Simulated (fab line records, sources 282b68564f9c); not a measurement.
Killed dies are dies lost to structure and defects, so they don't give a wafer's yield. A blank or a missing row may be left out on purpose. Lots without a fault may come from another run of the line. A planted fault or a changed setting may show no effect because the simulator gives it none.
fab line records | flow rit_cmos
record lots=5 wafers=23
route steps=202 shown M1@200
start_h: hours from the record's first day to the start of the lot's first wafer shown | wait_h: hours since the lot's step before | " the same as in the row above | L1.1+2: a row that stands for several wafers | - no value, or no start given | * or withheld: withheld | < > ~ a bound
route shown NAME@n: a module of which the file shows steps, and the number in the route of the first | usual: mean/standard deviation of fault-free wafers | same: alike in all rows | chamber/n: place in a boat | sites: the reading at each site | _std_site: their standard deviation | _edge_site: outer sites' mean less inner sites' | radius_mm: how far each site lies from the wafer's centre | mask NAME#n: copy n | behind: the tool/chamber that last shaped the wafer | hold: why the lot was held/for how many hours/how that ended | device: the transistor (n, p or np) that didn't switch | end of line: the same wafers' tests at the end of the route | a step without rows: its recipe alone | killed: dies lost to structure and defects at the first sort, not the wafer's yield | map: a wafer's dies, x killed, . not, _ none there
set.NAME: the setting as run; set.NAME@STEP: as run at that earlier step | model.NAME: the simulator's own value behind a step, which no gauge read
lots whose settings were changed on purpose; a table a step, a row a wafer
## steps
# step RIT_M1_ANNEAL_15
# recipe temp_c=450 time_s=1800 ambient=forming_gas_H2N2
# columns lot.wafer tool chamber start_h wait_h set.time_s
L074.1+2+3+4+6 - - - 0.4 1538
L075.1+2+4+5+6 - - - 0.8 1905
L078.1+3+4 - - 76.47 0.2 1800
L080.1+2+3+4+6 - - - 0.1 1660
L084.1+2+3+4+5 - - - 0.1 1800
# step RIT_M1_PROBE_99
# usual killed_at_contacts=0.1/0.3 killed_at_front_end=7/3.1 killed_dies=7/3.1 killed_open=3.5/2.1 killed_short=3.4/2
# same gross_dies=264 killed_at_M0_to_M3=0 killed_at_M4_up=0 killed_at_back_side=0 killed_at_other=0
# columns lot.wafer tool chamber start_h wait_h set.dev_temp_c@GATE_DEVELOP_15 set.time_s@SPACER_ETCHBACK_05 killed_at_contacts killed_at_front_end killed_dies killed_open killed_short model.etest.pmos_turned.r_on_ohm_um model.etest.pmos_0p15.r_on_ohm_um model.etest.nplus_sal.width_nm model.etest.pplus_sal.width_nm
L074.1 prober-01 - 59.96 0.1 23 240 0 8 8 8 0 3069 2441 3420 3412
L074.2 prober-01 - 60.01 0.1 23 240 1 3 4 3 1 3090 2511 3417 3417
L074.3 prober-01 - 60.06 0.2 23 210.9 0 9 9 6 3 3021 2427 3334 3342
L074.4 prober-01 - 60.11 0.2 23 210.9 0 8 8 4 4 2990 2426 3329 3314
L074.6 prober-01 - 60.21 0.2 23 240 0 8 8 5 3 3154 2555 3426 3425
L075.1 prober-02 - 63.29 0.1 23 240 0 2 2 1 1 3485 2807 3423 3432
L075.2 prober-02 - 63.34 0.1 23 240 0 2 2 1 1 3660 2918 3438 3449
L075.4 prober-02 - 63.44 0.2 23 240 0 2 2 0 2 3564 2854 3450 3463
L075.5 prober-02 - 63.49 0.2 23 216.2 0 8 8 5 3 3522 2790 3374 3375
L075.6 prober-02 - 63.54 0.2 23 216.2 0 9 9 3 6 3492 2797 3405 3389
L078.1 prober-01 - 78.09 0.1 23 240 0 4 4 1 3 3329 2712 3445 3445
L078.3 prober-01 - 78.19 0.2 23 240 0 6 6 2 4 3287 2720 3444 3451
L078.4 prober-01 - 78.24 0.2 23 240 0 5 5 4 1 3373 2754 3440 3439
L080.1 prober-01 - 86.97 0.1 20.46 218 1 13 14 5 7 2834 2206 3406 3414
L080.2 prober-01 - 87.02 0.1 20.46 218 0 13 13 6 3 2865 2236 3432 3423
L080.3 prober-01 - 87.07 0.2 20.46 240 0 8 8 3 1 2854 2227 3440 3450
L080.4 prober-01 - 87.12 0.2 23 240 0 15 15 5 10 3289 2645 3440 3455
L080.6 prober-01 - 87.22 0.2 23 218 0 8 8 3 5 3162 2485 3398 3405
L084.1 prober-01 - 106.61 0.1 21.7 240 0 8 8 4 4 3482 2750 3452 3448
L084.2 prober-01 - 106.66 0.1 21.7 240 0 6 6 3 3 3426 2723 3439 3457
L084.3 prober-01 - 106.71 0.2 23 240 0 7 7 3 4 3628 2912 3435 3430
L084.4 prober-01 - 106.76 0.2 23 240 0 6 6 3 3 3512 2834 3447 3454
L084.5 prober-01 - 106.81 0.2 23 240 0 4 4 2 2 3572 2915 3439 3470
# killed by level:class
L074.1 GATE:geometric_particle:open=3 REOX:geometric_particle:open=2 SILICIDE:geometric_particle:open=2 FOX1:geometric_particle:open=1
L074.2 REOX:geometric_particle:open=2 GATE:geometric_particle:open=1 CONTACT:geometric_particle:short=1
L074.3 REOX:geometric_particle:open=4 GATE:geometric_particle:short=2 SILICIDE:geometric_particle:open=2 REOX:geometric_particle:short=1
L074.4 GATE:geometric_particle:open=2 GATE:geometric_particle:short=2 REOX:geometric_particle:open=2 REOX:geometric_particle:short=1 SPACER:geometric_particle:short=1
L074.6 GATE:geometric_particle:open=3 FOX1:geometric_particle:short=1 FOX2:geometric_particle:open=1 GATE:geometric_particle:short=1 REOX:geometric_particle:open=1 REOX:geometric_particle:short=1
L075.1 FOX2:geometric_particle:open=1 FOX2:geometric_particle:short=1
L075.2 GATE:geometric_particle:open=1 GATE:geometric_particle:short=1
L075.4 FOX2:geometric_particle:short=1 GATE:geometric_particle:short=1
L075.5 GATE:geometric_particle:open=2 FOX1:geometric_particle:short=1 FOX1:geometric_particle:open=1 FOX2:geometric_particle:open=1 GATE:geometric_particle:short=1 REOX:geometric_particle:short=1 SPACER:geometric_particle:open=1
L075.6 GATE:geometric_particle:short=2 GATE:geometric_particle:open=2 SILICIDE:geometric_particle:short=2 FOX1:geometric_particle:short=1 SPACER:geometric_particle:short=1 SILICIDE:geometric_particle:open=1
L078.1 GATE:geometric_particle:short=2 FOX1:geometric_particle:open=1 SPACER:geometric_particle:short=1
L078.3 REOX:geometric_particle:short=3 REOX:geometric_particle:open=2 SPACER:geometric_particle:short=1
L078.4 SPACER:geometric_particle:open=2 FOX1:geometric_particle:open=1 GATE:geometric_particle:short=1 REOX:geometric_particle:open=1
L080.1 REOX:geometric_particle:short=4 GATE:geometric_particle:open=2 GATE:geometric_particle:short=2 GATE:area_develop=2 FOX1:geometric_particle:open=1 SILICIDE:geometric_particle:open=1 SILICIDE:geometric_particle:short=1 CONTACT:geometric_particle:open=1
L080.2 GATE:area_develop=4 SILICIDE:geometric_particle:open=3 REOX:geometric_particle:open=2 GATE:geometric_particle:short=1 GATE:geometric_particle:open=1 SPACER:geometric_particle:short=1 SILICIDE:geometric_particle:short=1
L080.3 GATE:area_develop=4 REOX:geometric_particle:open=2 FOX1:geometric_particle:short=1 GATE:geometric_particle:open=1
L080.4 GATE:geometric_particle:short=4 FOX2:geometric_particle:short=3 GATE:geometric_particle:open=3 REOX:geometric_particle:open=2 FOX1:geometric_particle:short=1 REOX:geometric_particle:short=1 SPACER:geometric_particle:short=1
L080.6 FOX1:geometric_particle:short=2 GATE:geometric_particle:short=2 FOX1:geometric_particle:open=1 REOX:geometric_particle:short=1 REOX:geometric_particle:open=1 SILICIDE:geometric_particle:open=1
L084.1 SPACER:geometric_particle:short=2 SPACER:geometric_particle:open=2 FOX1:geometric_particle:open=1 FOX1:geometric_particle:short=1 GATE:geometric_particle:short=1 GATE:geometric_particle:open=1
L084.2 GATE:geometric_particle:short=2 SPACER:geometric_particle:open=2 SPACER:geometric_particle:short=1 SILICIDE:geometric_particle:open=1
L084.3 FOX1:geometric_particle:short=1 FOX2:geometric_particle:short=1 FOX2:geometric_particle:open=1 GATE:geometric_particle:short=1 GATE:geometric_particle:open=1 REOX:geometric_particle:open=1 SPACER:geometric_particle:short=1
L084.4 GATE:geometric_particle:open=2 FOX1:geometric_particle:open=1 FOX2:geometric_particle:short=1 GATE:geometric_particle:short=1 SILICIDE:geometric_particle:short=1
L084.5 GATE:geometric_particle:open=2 GATE:geometric_particle:short=1 REOX:geometric_particle:short=1
## key
split step=RIT_M1_ANNEAL_15 setting=time_s stated=1800 by=lot
response none clear
split outside_this_file step=RIT_GATE_DEVELOP_15 setting=dev_temp_c
split outside_this_file step=RIT_SPACER_ETCHBACK_05 setting=time_s
# split outside_this_file: this setting was split too, and the file shows its column; the key of that split is in another file
